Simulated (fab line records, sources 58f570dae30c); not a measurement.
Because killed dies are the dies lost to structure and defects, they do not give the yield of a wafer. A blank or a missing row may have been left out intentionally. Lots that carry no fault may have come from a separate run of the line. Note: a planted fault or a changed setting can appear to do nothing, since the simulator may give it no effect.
Lot-split experiment || flow berkeleyCmos170 || 23 wafers read across 5 lots, on a route 331 steps long

== ON THE SPLIT ==
At UCB170_ACTIVE_COAT_08 (resist thk 900 nm), the setting resistThkNm was moved away from the recipe's 900 nm on 9 of the 23 wafers read, by -4.8% to +5.4%. All remaining wafers had this setting at the recipe value.

== FROM THE SPLIT TO THE READING: what the file shows between them, 4 steps ==
- UCB170_ACTIVE_EXPOSE_10: exposes mask ACTIVE, target cd 1200 nm (also split here: doseMj)
- UCB170_ACTIVE_PEB_11
- UCB170_ACTIVE_DEVELOP_12: develop time 45 s
- UCB170_ACTIVE_CD_MEAS_13: target cd 1200 nm

== THE READING ==
KrF_of_ACTIVE_COAT_08.thkNm (the simulator's own value, which no gauge read), in nm, at UCB170_ACTIVE_ETCH_15 (etches Si3N4 in CH3F/Ar/O2, stops on SiO2, target depth 242 nm, time 151 s). The file gives no usual value for it. The 14 wafers here that ran the recipe average 726.6 nm, standard deviation 3.7 nm.

{"wafer": "L077.1", "tool, chamber at the split": "lithoTrack-04, 0", "resistThkNm as run, nm": 900, "against the recipe": "recipe", "KrF_of_ACTIVE_COAT_08.thkNm, nm": 723.6, "against lot-mates on the recipe": "-"}
{"wafer": "L077.2", "tool, chamber at the split": "lithoTrack-04, 0", "resistThkNm as run, nm": 948.6, "against the recipe": "+5.4%", "KrF_of_ACTIVE_COAT_08.thkNm, nm": 777.5, "against lot-mates on the recipe": "+52.9"}
{"wafer": "L077.3", "tool, chamber at the split": "lithoTrack-04, 0", "resistThkNm as run, nm": 900, "against the recipe": "recipe", "KrF_of_ACTIVE_COAT_08.thkNm, nm": 721, "against lot-mates on the recipe": "-"}
{"wafer": "L077.4", "tool, chamber at the split": "lithoTrack-04, 0", "resistThkNm as run, nm": 948.6, "against the recipe": "+5.4%", "KrF_of_ACTIVE_COAT_08.thkNm, nm": 770.5, "against lot-mates on the recipe": "+45.9"}
{"wafer": "L077.6", "tool, chamber at the split": "lithoTrack-04, 0", "resistThkNm as run, nm": 900, "against the recipe": "recipe", "KrF_of_ACTIVE_COAT_08.thkNm, nm": 729.1, "against lot-mates on the recipe": "-"}
{"wafer": "L075.1", "tool, chamber at the split": "lithoTrack-02, 0", "resistThkNm as run, nm": 900, "against the recipe": "recipe", "KrF_of_ACTIVE_COAT_08.thkNm, nm": 726.8, "against lot-mates on the recipe": "-"}
{"wafer": "L075.2", "tool, chamber at the split": "lithoTrack-02, 0", "resistThkNm as run, nm": 856.9, "against the recipe": "-4.8%", "KrF_of_ACTIVE_COAT_08.thkNm, nm": 687.4, "against lot-mates on the recipe": -42.2}
{"wafer": "L075.5", "tool, chamber at the split": "lithoTrack-02, 0", "resistThkNm as run, nm": 856.9, "against the recipe": "-4.8%", "KrF_of_ACTIVE_COAT_08.thkNm, nm": 687.4, "against lot-mates on the recipe": -42.2}
{"wafer": "L075.3", "tool, chamber at the split": "lithoTrack-02, 0", "resistThkNm as run, nm": 900, "against the recipe": "recipe", "KrF_of_ACTIVE_COAT_08.thkNm, nm": 733.4, "against lot-mates on the recipe": "-"}
{"wafer": "L075.6", "tool, chamber at the split": "lithoTrack-02, 0", "resistThkNm as run, nm": 900, "against the recipe": "recipe", "KrF_of_ACTIVE_COAT_08.thkNm, nm": 728.7, "against lot-mates on the recipe": "-"}
{"wafer": "L079.1", "tool, chamber at the split": "lithoTrack-03, 0", "resistThkNm as run, nm": 900, "against the recipe": "recipe", "KrF_of_ACTIVE_COAT_08.thkNm, nm": 729.3, "against lot-mates on the recipe": "-"}
{"wafer": "L079.2", "tool, chamber at the split": "lithoTrack-03, 0", "resistThkNm as run, nm": 900, "against the recipe": "recipe", "KrF_of_ACTIVE_COAT_08.thkNm, nm": 726, "against lot-mates on the recipe": "-"}
{"wafer": "L079.5", "tool, chamber at the split": "lithoTrack-03, 0", "resistThkNm as run, nm": 900, "against the recipe": "recipe", "KrF_of_ACTIVE_COAT_08.thkNm, nm": 726.5, "against lot-mates on the recipe": "-"}
{"wafer": "L085.1", "tool, chamber at the split": "lithoTrack-02, 0", "resistThkNm as run, nm": 937.3, "against the recipe": "+4.1%", "KrF_of_ACTIVE_COAT_08.thkNm, nm": 761.9, "against lot-mates on the recipe": "+36.3"}
{"wafer": "L085.2", "tool, chamber at the split": "lithoTrack-02, 0", "resistThkNm as run, nm": 900, "against the recipe": "recipe", "KrF_of_ACTIVE_COAT_08.thkNm, nm": 729.4, "against lot-mates on the recipe": "-"}
{"wafer": "L085.3", "tool, chamber at the split": "lithoTrack-02, 0", "resistThkNm as run, nm": 937.3, "against the recipe": "+4.1%", "KrF_of_ACTIVE_COAT_08.thkNm, nm": 758.6, "against lot-mates on the recipe": "+33.0"}
{"wafer": "L085.4", "tool, chamber at the split": "lithoTrack-02, 0", "resistThkNm as run, nm": 900, "against the recipe": "recipe", "KrF_of_ACTIVE_COAT_08.thkNm, nm": 718.7, "against lot-mates on the recipe": "-"}
{"wafer": "L085.6", "tool, chamber at the split": "lithoTrack-02, 0", "resistThkNm as run, nm": 900, "against the recipe": "recipe", "KrF_of_ACTIVE_COAT_08.thkNm, nm": 728.8, "against lot-mates on the recipe": "-"}
{"wafer": "L084.1", "tool, chamber at the split": "lithoTrack-03, 0", "resistThkNm as run, nm": 879, "against the recipe": "-2.3%", "KrF_of_ACTIVE_COAT_08.thkNm, nm": 699.3, "against lot-mates on the recipe": -26.4}
{"wafer": "L084.2", "tool, chamber at the split": "lithoTrack-03, 0", "resistThkNm as run, nm": 879, "against the recipe": "-2.3%", "KrF_of_ACTIVE_COAT_08.thkNm, nm": 708, "against lot-mates on the recipe": -17.7}
{"wafer": "L084.3", "tool, chamber at the split": "lithoTrack-03, 0", "resistThkNm as run, nm": 900, "against the recipe": "recipe", "KrF_of_ACTIVE_COAT_08.thkNm, nm": 723.6, "against lot-mates on the recipe": "-"}
{"wafer": "L084.5", "tool, chamber at the split": "lithoTrack-03, 0", "resistThkNm as run, nm": 900, "against the recipe": "recipe", "KrF_of_ACTIVE_COAT_08.thkNm, nm": 727.7, "against lot-mates on the recipe": "-"}
{"wafer": "L084.6", "tool, chamber at the split": "lithoTrack-03, 0", "resistThkNm as run, nm": 879, "against the recipe": "-2.3%", "KrF_of_ACTIVE_COAT_08.thkNm, nm": 699.1, "against lot-mates on the recipe": -26.6}

THE FIT
A straight line over all 23 wafers: KrF_of_ACTIVE_COAT_08.thkNm changes by +8.64 nm for each +1% of resistThkNm; r = +0.99; the points scatter about the line by 4 nm.
The same after taking each lot's own level away (the mean of its wafers on the recipe; 23 wafers): +8.98 nm for each +1%; r = +0.99; scatter 3.5 nm.
The reading moves by 48 nm for the largest change in resistThkNm, on that fit.
The lots' own levels span 724.57 to 729.63 nm, that is 1.4 times the standard deviation above.
The two slopes are in agreement: the lot-to-lot level therefore moves the slope only a little.
Check: +46.7 nm against its lot-mates is what the line predicts for one of the wafers moved furthest among these (+5.4%) when that wafer is left out of the fit. It came out at +52.9 nm against them.

== ADDITIONAL SPLITS CARRIED BY THESE WAFERS ==
Before the reading, these wafers also passed through other splits. Each is held against what the fit with the lots' levels taken away leaves over:
{"other split on the same wafers": "UCB170_START_OXIDATION_02 tempC", "wafers away from the commonest value": 5, "r with KrF_of_ACTIVE_COAT_08.thkNm (lot level and that fit taken away)": -0.11}
{"other split on the same wafers": "UCB170_ZERO_COAT_01 spinRpm", "wafers away from the commonest value": 8, "r with KrF_of_ACTIVE_COAT_08.thkNm (lot level and that fit taken away)": -0.23}
{"other split on the same wafers": "UCB170_NWELL_IMPLANT_14 energyKev", "wafers away from the commonest value": 8, "r with KrF_of_ACTIVE_COAT_08.thkNm (lot level and that fit taken away)": "+0.21"}
{"other split on the same wafers": "UCB170_PWELL_CVD_05 pressureMtorr", "wafers away from the commonest value": 15, "r with KrF_of_ACTIVE_COAT_08.thkNm (lot level and that fit taken away)": "+0.05"}
{"other split on the same wafers": "UCB170_ACTIVE_EXPOSE_10 doseMj", "wafers away from the commonest value": 12, "r with KrF_of_ACTIVE_COAT_08.thkNm (lot level and that fit taken away)": "+0.03"}

== THE WHOLE CHAIN: every reading that the file lists as answering this split, in the file's order ==
{"step": "UCB170_ACTIVE_COAT_08", "what it does": "resist thk 900 nm", "reading": "KrF_of_ACTIVE_COAT_08.thkNm (the simulator's own value, which no gauge read)", "change (the file's fit)": "+8.98 nm for each +1% of the setting", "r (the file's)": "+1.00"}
{"step": "UCB170_ACTIVE_ETCH_15", "what it does": "etches Si3N4 in CH3F/Ar/O2, stops on SiO2, target depth 242 nm, time 151 s", "reading": "KrF_of_ACTIVE_COAT_08.thkNm (the simulator's own value, which no gauge read)", "change (the file's fit)": "+8.93 nm for each +1% of the setting", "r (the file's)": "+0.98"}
{"step": "UCB170_ACTIVE_STRIP_16", "what it does": "strips in O2", "reading": "stripTimeToEndpointS", "change (the file's fit)": "withheld for each +1% of the setting", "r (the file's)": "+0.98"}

== THE FILE'S OWN FIT ==
KrF_of_ACTIVE_COAT_08.thkNm changes by +8.93 nm for each +1% of resistThkNm, r = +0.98.
